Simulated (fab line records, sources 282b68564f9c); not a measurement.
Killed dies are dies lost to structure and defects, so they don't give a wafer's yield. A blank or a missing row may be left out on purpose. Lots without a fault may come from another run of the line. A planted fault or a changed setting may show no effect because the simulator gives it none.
A sampling plan put to the test | flow rit_cmos | one fab line, 27 faults that these records tell of, each judged on the records of the lots that it struck
The plan is the line's own looks: the steps of the route at which a gauge or an inspection reads the wafer and doesn't change it. A look can be judged if struck wafers have a number there and the file gives its usual mean and standard deviation on fault-free wafers. Caught: at a look after the fault's first step, the mean of the struck wafers lies 4 or more of those standard deviations (sigma) from the usual mean. On the tool: the same test on the tool's own readings at the fault's steps. Another recipe on the struck wafers, or a record that is blank for them alone, also counts as caught.

THE FAULTS, as the simulator had put them in
1. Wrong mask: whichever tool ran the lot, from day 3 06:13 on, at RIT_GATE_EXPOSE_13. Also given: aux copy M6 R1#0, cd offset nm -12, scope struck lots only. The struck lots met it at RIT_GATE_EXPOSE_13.
2. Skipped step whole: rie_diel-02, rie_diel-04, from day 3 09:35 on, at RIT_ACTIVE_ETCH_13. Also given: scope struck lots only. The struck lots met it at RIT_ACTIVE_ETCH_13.
3. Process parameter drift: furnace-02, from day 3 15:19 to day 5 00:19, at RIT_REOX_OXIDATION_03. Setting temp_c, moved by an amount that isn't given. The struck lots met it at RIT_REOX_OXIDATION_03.
4. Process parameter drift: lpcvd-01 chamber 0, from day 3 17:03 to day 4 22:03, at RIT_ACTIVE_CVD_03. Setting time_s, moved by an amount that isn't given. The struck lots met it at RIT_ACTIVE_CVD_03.
5. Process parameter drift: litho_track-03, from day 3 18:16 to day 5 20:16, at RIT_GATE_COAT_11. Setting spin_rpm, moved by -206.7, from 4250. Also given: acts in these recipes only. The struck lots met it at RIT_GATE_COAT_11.
6. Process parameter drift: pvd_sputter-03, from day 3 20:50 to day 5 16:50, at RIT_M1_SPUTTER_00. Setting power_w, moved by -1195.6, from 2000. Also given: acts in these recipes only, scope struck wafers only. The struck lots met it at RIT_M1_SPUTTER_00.
7. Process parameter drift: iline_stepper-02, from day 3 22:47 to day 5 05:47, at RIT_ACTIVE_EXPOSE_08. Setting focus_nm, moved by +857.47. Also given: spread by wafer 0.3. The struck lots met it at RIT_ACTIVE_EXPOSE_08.
8. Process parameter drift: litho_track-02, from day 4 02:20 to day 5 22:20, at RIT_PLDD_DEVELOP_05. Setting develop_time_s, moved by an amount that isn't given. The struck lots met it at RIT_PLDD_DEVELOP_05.
9. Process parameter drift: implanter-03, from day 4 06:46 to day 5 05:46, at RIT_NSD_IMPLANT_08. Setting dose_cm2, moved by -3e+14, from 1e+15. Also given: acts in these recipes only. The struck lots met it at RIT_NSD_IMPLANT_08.
10. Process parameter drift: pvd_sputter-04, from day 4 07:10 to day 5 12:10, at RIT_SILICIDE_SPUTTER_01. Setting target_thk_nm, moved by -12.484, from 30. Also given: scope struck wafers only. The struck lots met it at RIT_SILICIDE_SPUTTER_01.
11. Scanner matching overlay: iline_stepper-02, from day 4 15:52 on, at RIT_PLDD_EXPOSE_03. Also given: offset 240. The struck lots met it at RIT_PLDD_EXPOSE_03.
12. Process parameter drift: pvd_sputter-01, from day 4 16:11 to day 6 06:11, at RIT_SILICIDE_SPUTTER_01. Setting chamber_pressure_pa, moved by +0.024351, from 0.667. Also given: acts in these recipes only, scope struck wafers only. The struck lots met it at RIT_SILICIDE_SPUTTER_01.
13. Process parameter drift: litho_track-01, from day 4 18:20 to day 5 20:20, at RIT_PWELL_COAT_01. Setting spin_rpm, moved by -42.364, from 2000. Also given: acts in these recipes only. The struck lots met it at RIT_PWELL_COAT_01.
14. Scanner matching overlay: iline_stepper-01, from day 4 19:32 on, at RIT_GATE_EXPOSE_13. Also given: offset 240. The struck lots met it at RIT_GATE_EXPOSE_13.
15. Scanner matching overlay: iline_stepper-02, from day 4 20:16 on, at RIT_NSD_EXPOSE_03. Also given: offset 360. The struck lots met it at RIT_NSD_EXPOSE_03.
16. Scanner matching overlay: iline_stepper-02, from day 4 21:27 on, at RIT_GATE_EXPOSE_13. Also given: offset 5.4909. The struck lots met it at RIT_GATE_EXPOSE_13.
17. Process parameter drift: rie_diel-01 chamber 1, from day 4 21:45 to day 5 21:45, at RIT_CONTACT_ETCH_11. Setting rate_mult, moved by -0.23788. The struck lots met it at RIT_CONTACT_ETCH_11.
18. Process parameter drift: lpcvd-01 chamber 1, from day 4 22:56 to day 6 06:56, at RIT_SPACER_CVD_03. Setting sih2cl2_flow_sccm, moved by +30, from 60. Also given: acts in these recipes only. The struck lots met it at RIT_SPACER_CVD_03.
19. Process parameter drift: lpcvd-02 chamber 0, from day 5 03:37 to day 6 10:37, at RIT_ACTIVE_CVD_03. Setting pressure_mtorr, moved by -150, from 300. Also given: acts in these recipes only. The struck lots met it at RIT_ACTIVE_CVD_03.
20. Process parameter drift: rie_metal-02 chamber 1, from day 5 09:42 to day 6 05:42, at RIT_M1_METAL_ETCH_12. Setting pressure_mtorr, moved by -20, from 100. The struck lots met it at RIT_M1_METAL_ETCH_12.
21. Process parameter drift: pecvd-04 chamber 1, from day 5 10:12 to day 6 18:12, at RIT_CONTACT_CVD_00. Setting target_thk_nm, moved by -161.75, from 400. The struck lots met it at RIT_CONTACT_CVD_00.
22. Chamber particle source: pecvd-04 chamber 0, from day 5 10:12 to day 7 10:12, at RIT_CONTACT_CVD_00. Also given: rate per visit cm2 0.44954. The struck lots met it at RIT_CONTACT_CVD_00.
23. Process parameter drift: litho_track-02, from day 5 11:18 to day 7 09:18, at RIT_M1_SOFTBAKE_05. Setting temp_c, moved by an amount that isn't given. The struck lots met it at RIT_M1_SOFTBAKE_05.
24. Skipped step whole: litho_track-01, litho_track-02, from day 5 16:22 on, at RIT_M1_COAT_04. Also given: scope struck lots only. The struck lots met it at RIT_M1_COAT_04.
25. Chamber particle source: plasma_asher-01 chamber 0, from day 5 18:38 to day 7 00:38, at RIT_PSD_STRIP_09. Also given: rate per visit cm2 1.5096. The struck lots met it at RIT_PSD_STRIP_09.
26. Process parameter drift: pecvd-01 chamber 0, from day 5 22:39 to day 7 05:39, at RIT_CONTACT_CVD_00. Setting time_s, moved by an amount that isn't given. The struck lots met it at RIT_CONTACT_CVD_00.
27. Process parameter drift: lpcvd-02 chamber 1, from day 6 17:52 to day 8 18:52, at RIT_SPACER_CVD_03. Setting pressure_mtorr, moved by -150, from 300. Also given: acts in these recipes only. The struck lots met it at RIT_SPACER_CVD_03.

WHAT THE PLAN SAW
fault | on the tool itself                               | first look that catches it                      | reading, sigma          | median hours from its first step to that look | hours from the fault's start to the first struck lot there | judged looks passed uncaught
1     | no reading that can be judged                    | RIT_GATE_CD_MEAS_16                             | cd_nm -4.1              | 0.4                                           | 4                                                          | 0
2     | the tool's record is blank for the struck wafers | no look after it can be judged                  | -                       | -                                             | -                                                          | 0
3     | tube_center_temp_C +99 or beyond sigma           | RIT_REOX_THK_MEAS_04                            | REOX_OXIDE_THK +10      | 2.5                                           | 7                                                          | 0
4     | under 2 sigma                                    | RIT_ACTIVE_THK_MEAS_04                          | ACTIVE_NITRIDE_THK +6.0 | 1.4                                           | 13                                                         | 0
5     | spin_speed_rpm -94 sigma                         | none of the 2 looks that can be judged after it | -                       | -                                             | -                                                          | 2
6     | cathode_dc_power_W -99 or beyond sigma           | RIT_M1_RS_MEAS_01                               | M1_AL_RS +99 or beyond  | 0.3                                           | 6                                                          | 0
7     | exposure_dose_mJ_cm2 -11 sigma                   | RIT_ACTIVE_CD_MEAS_11                           | cd_nm -12               | 0.4                                           | 9                                                          | 0
8     | under 2 sigma                                    | RIT_PLDD_TW_MEAS_10                             | PLDD_TW -99 or beyond   | 0.9                                           | 2                                                          | 0
9     | dose_ions_cm2 -99 or beyond sigma                | RIT_NSD_TW_MEAS_10                              | NSD_TW -16              | 0.3                                           | 2                                                          | 0
10    | under 2 sigma                                    | RIT_SILICIDE_RS_MEAS_02                         | SILICIDE_TI_RS +65      | 0.2                                           | 28                                                         | 0
11    | no reading that can be judged                    | RIT_PLDD_OVL_MEAS_06                            | PLDD_OVL +99 or beyond  | 0.4                                           | 1                                                          | 0
12    | chamber_pressure_pa +16 sigma                    | RIT_SILICIDE_RS_MEAS_02                         | SILICIDE_TI_RS +7.8     | 0.2                                           | 8                                                          | 0
13    | spin_speed_rpm -30 sigma                         | not the one look that can be judged after it    | -                       | -                                             | -                                                          | 1
14    | no reading that can be judged                    | RIT_GATE_OVL_MEAS_17                            | GATE_OVL +99 or beyond  | 0.5                                           | 9                                                          | 0
15    | no reading that can be judged                    | RIT_NSD_OVL_MEAS_06                             | NSD_OVL +99 or beyond   | 0.4                                           | 1                                                          | 0
16    | under 2 sigma                                    | RIT_GATE_OVL_MEAS_17                            | GATE_OVL +4.4           | 0.5                                           | 4                                                          | 0
17    | under 2 sigma                                    | no look after it can be judged                  | -                       | -                                             | -                                                          | 0
18    | sih2cl2_flow_sccm +99 or beyond sigma            | RIT_SPACER_THK_MEAS_04                          | SPACER_NITRIDE_THK +17  | 2.9                                           | 8                                                          | 0
19    | pressure_mtorr -99 or beyond sigma               | RIT_ACTIVE_THK_MEAS_04                          | ACTIVE_NITRIDE_THK -22  | 1.4                                           | 4                                                          | 0
20    | chamber_pressure_mTorr -99 or beyond sigma       | no look after it can be judged                  | -                       | -                                             | -                                                          | 0
21    | under 2 sigma                                    | RIT_CONTACT_THK_MEAS_01                         | CONTACT_TEOS_THK -35    | 0.1                                           | 9                                                          | 0
22    | under 2 sigma                                    | no look after it can be judged                  | -                       | -                                             | -                                                          | 0
23    | heater_power_total_W -22 sigma                   | not the one look that can be judged after it    | -                       | -                                             | -                                                          | 1
24    | the tool's record is blank for the struck wafers | not the one look that can be judged after it    | -                       | -                                             | -                                                          | 1
25    | under 2 sigma                                    | none of the 2 looks that can be judged after it | -                       | -                                             | -                                                          | 2
26    | run_length_s +38 sigma                           | RIT_CONTACT_THK_MEAS_01                         | CONTACT_TEOS_THK +33    | 0.1                                           | 22                                                         | 0
27    | pressure_mtorr -99 or beyond sigma               | RIT_SPACER_THK_MEAS_04                          | SPACER_NITRIDE_THK -20  | 1.9                                           | 6                                                          | 0
A dash: the fault isn't caught, or these records don't give the number.

Caught at a look: 18 of 27. Caught on the tool: 15 of 27. By one or the other: 24 of 27.
Caught on the tool alone: faults 2, 5, 13, 20, 23, 24.
Caught at a look alone: faults 1, 4, 8, 10, 11, 14, 15, 16, 21.
Caught by neither: faults 17, 22, 25.

THINNER SAMPLING
If the look that catches a fault measured only every second or every third lot, by lot number, the first struck lot would be measured this late in the worst case:
fault | struck lots at that look, in order of time | every lot | every second lot | every third lot
1     | L729                                       | 4 h       | may miss it      | may miss it
3     | L362, L366                                 | 7 h       | may miss all 2   | may miss all 2
4     | L649                                       | 13 h      | may miss it      | may miss it
6     | L189                                       | 6 h       | may miss it      | may miss it
7     | L626                                       | 9 h       | may miss it      | may miss it
8     | L796, L802                                 | 2 h       | may miss all 2   | may miss all 2
9     | L303, L305                                 | 2 h       | may miss all 2   | may miss all 2
10    | L868                                       | 28 h      | may miss it      | may miss it
11    | L618, L619, L620                           | 1 h       | 10 h             | 16 h
12    | L757                                       | 8 h       | may miss it      | may miss it
14    | L780, L781                                 | 9 h       | 10 h             | may miss all 2
15    | L625, L627, L632                           | 1 h       | 43 h             | 43 h
16    | L992, L995, L998                           | 4 h       | 19 h             | may miss all 3
18    | L190                                       | 8 h       | may miss it      | may miss it
19    | L315, L316                                 | 4 h       | 9 h              | may miss all 2
21    | L848, L851                                 | 9 h       | 24 h             | may miss all 2
26    | L495                                       | 22 h      | may miss it      | may miss it
27    | L964, L966                                 | 6 h       | may miss all 2   | may miss all 2
Hours are from the fault's start to the first struck lot that is measured. The limit of 4 sigma was tested on all struck wafers together, so one lot alone may lie under it. Other struck lots may not be in these records.

THE LONGEST TIMED WAY FROM STEP TO LOOK
Fault 18: a median of 2.9 hours passes between RIT_SPACER_CVD_03 and RIT_SPACER_THK_MEAS_04. No look between them can be judged.
